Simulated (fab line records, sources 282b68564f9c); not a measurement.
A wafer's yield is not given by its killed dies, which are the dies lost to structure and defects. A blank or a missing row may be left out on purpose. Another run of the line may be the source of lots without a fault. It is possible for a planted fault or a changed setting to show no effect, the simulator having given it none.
Comparing a struck lot with a sound one    flow ritCmos    44 steps out of a route of 202
Sound: the wafers L246.1, L246.4, L246.5. The struck wafers were L259.2, L259.4, L259.6. At the end, the cause is stated.
For every step that has rows: the tool of each side, followed by ch and its chambers, followed by its first start. Under that, the readings that differ: sound wafers    struck wafers    difference of the means    sigmas: that difference in standard deviations of wafers without a fault.
alike: same words and numbers on both sides, and readings whose means sit less than 2 such deviations apart. not compared: any withheld reading, any reading some wafer has no value for, any bound like >300 that may hide the same value, and any number with overlapping values for which the record gives no deviation.
Wherever a step has rows on one side only, a row that says differs or no value, or a row with sigmas, the two part there. Non-overlapping numbers with no deviation appear without sigmas and do not part them. Lack of a reading on every wafer of one side parts them only where that side has two or more wafers.

first, 2 steps without rows for these wafers: RIT_PLDD_PEB_04; RIT_PLDD_DEVELOP_05 (develop time 50 s).
RIT_PLDD_OVL_MEAS_06:
  sound on overlay-01 at day 3 09:09; struck on overlay-01 at day 5 22:37
  alike: PLDD_OVL
then, 2 steps without rows for these wafers: RIT_PLDD_HARDBAKE_07 (time 60 s); RIT_PLDD_IMPLANT_08.
RIT_PLDD_STRIP_09: strips in O2, time 180 s.
  sound on plasmaAsher-02 ch 0,1, day 3 09:29; struck on plasmaAsher-04 ch 0,1, day 5 22:57
  alike: chamberPressureMTorr, drypumpMotorCurrentA, o2FlowSccm
  not compared: rfHoursCounterH
RIT_PLDD_TW_MEAS_10:
  sound on filmMetro-02 at day 3 09:40; struck on filmMetro-01 at day 5 23:08
  alike: PLDD_TW
then, 4 steps without rows for these wafers: RIT_SPACER_CLEAN_00 (cleans in SC1, time 600 s); RIT_SPACER_CLEAN_01 (cleans in dHF, time 30 s); RIT_SPACER_CLEAN_02 (cleans in SC2, time 600 s); RIT_SPACER_CVD_03 (deposits Si3N4 from SiH2Cl2/NH3, target thk 250 nm, time 3300 s).
RIT_SPACER_THK_MEAS_04:
  sound on filmMetro-04 at day 3 12:27; struck on filmMetro-04 at day 6 02:30
  alike: SPACER_NITRIDE_THK
RIT_SPACER_ETCHBACK_05: etches Si3N4 in SF6/CHF3, stops on SiO2, target depth 250 nm, time 240 s.
  sound on rieDiel-03 ch 1,3, day 3 12:31; struck on rieDiel-04 ch 1,2, day 6 02:33
reading                                     sound              struck             difference  sigmas
rfFwdPowerW (W)                             249.5 249.3 248.8  374.6 374.0 372.7  +124.6      +99 or more
throttleValvePct (%)                        10.25 10.40 10.39  9.92 10.30 9.91    -0.30       -2
model.poly-Si_of_GATE_CVD_08.thkNm (nm)     168.5 168.7 171.3  147.2 147.6 147.5  -22.1       
model.Si3N4_of_SPACER_CVD_03.thkNm (nm)     195.6 196.6 195.1  182.3 180.7 181    -14.4       
model.SiO2_of_FOX2_OXIDATION_00.thkNm (nm)  181.8 185 181      174.6 174 169.8    -9.8        
  alike: chamberPressureMTorr, drypumpMotorCurrentA, oesProductAu
  not compared: rfHoursCounterH
then, 6 steps without rows for these wafers: RIT_NSD_HMDS_00 (prime time 60 s); RIT_NSD_COAT_01 (resist thk 1000 nm); RIT_NSD_SOFTBAKE_02 (time 60 s); RIT_NSD_EXPOSE_03 (exposes mask M9, target cd 40700 nm); RIT_NSD_PEB_04; RIT_NSD_DEVELOP_05 (develop time 50 s).
RIT_NSD_OVL_MEAS_06:
  sound on overlay-01 at day 3 13:38; struck on overlay-01 at day 6 03:34
  alike: NSD_OVL
then, 2 steps without rows for these wafers: RIT_NSD_HARDBAKE_07 (time 60 s); RIT_NSD_IMPLANT_08.
RIT_NSD_STRIP_09: strips in O2, time 180 s.
  sound on plasmaAsher-01 ch 0,1, day 3 13:58; struck on plasmaAsher-03 ch 0,1, day 6 03:53
  alike: chamberPressureMTorr, drypumpMotorCurrentA, o2FlowSccm
  not compared: rfHoursCounterH
RIT_NSD_TW_MEAS_10:
  sound on filmMetro-03 at day 3 14:08; struck on filmMetro-03 at day 6 04:04
  alike: NSD_TW
then, 6 steps without rows for these wafers: RIT_PSD_HMDS_00 (prime time 60 s); RIT_PSD_COAT_01 (resist thk 1000 nm); RIT_PSD_SOFTBAKE_02 (time 60 s); RIT_PSD_EXPOSE_03 (exposes mask M10, target cd 40900 nm); RIT_PSD_PEB_04; RIT_PSD_DEVELOP_05 (develop time 50 s).
RIT_PSD_OVL_MEAS_06:
  sound on overlay-02 at day 3 15:03; struck on overlay-01 at day 6 05:06
  alike: PSD_OVL
then, 2 steps without rows for these wafers: RIT_PSD_HARDBAKE_07 (time 60 s); RIT_PSD_IMPLANT_08.
RIT_PSD_STRIP_09: strips in O2, time 180 s.
  sound on plasmaAsher-03 ch 0, day 3 15:23; struck on plasmaAsher-03 ch 0,1, day 6 05:26
  alike: chamberPressureMTorr, drypumpMotorCurrentA, o2FlowSccm
  not compared: rfHoursCounterH
RIT_PSD_TW_MEAS_10:
  sound on filmMetro-03 at day 3 15:34; struck on filmMetro-02 at day 6 05:37
  alike: PSD_TW
then, 2 steps without rows for these wafers: RIT_SDANNEAL_CLEAN_00 (cleans in SC1, time 600 s); RIT_SDANNEAL_CLEAN_01 (cleans in dHF, time 30 s).
RIT_SDANNEAL_CLEAN_02: cleans in SC2, time 600 s.
  sound on wetBench-04 ch 1, day 3 15:49; struck on wetBench-04 ch 0, day 6 05:52
reading                                  sound              struck             difference  sigmas
model.poly-Si_of_GATE_CVD_08.thkNm (nm)  164.1 164.3 166.9  142.8 143.2 143.1  -22.1       
RIT_SDANNEAL_RTA_03: time 5 s.
  sound on rtpAnneal-01 ch 0, day 3 16:01; struck on rtpAnneal-02 ch 0, day 6 06:04
  alike: rampDownCPerS, rampUpCPerS, wafer_temp_C_max
RIT_SDANNEAL_RS_MEAS_04: uses a four-point probe to measure.
  sound on filmMetro-02 at day 3 16:04; struck on filmMetro-01 at day 6 06:08
  alike: PSD_RS
RIT_SDANNEAL_RS_MEAS_05: uses a four-point probe to measure.
  sound on filmMetro-02 at day 3 16:11; struck on filmMetro-01 at day 6 06:15
  alike: NSD_RS
RIT_SDANNEAL_RS_MEAS_06: uses a four-point probe to measure.
  sound on filmMetro-02 at day 3 16:18; struck on filmMetro-01 at day 6 06:22
  alike: PLDD_RS
RIT_SILICIDE_WET_ETCH_00: etches SiO2 in BOE, target depth 14 nm, time 15 s.
  sound on wetBench-01 ch 0, day 3 16:32; struck on wetBench-04 ch 0, day 6 06:35
reading                                     sound              struck             difference  sigmas
model.Si3N4_of_SPACER_CVD_03.thkNm (nm)     194.5 195.5 194    181.1 179.5 179.9  -14.5       
model.SiO2_of_FOX2_OXIDATION_00.thkNm (nm)  153.3 156.5 152.4  146 145.3 141.2    -10         
RIT_M1_PROBE_99:
  the record has rows for the struck wafers here (prober-01, day 6 13:31) and none for the sound ones

## WHERE THEY PART
At RIT_SPACER_ETCHBACK_05 first; at RIT_M1_PROBE_99 last (within this record only).

WHY: what the simulator had put in
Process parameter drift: rieDiel-04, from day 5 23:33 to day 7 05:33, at RIT_SPACER_ETCHBACK_05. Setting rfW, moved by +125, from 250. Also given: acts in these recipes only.
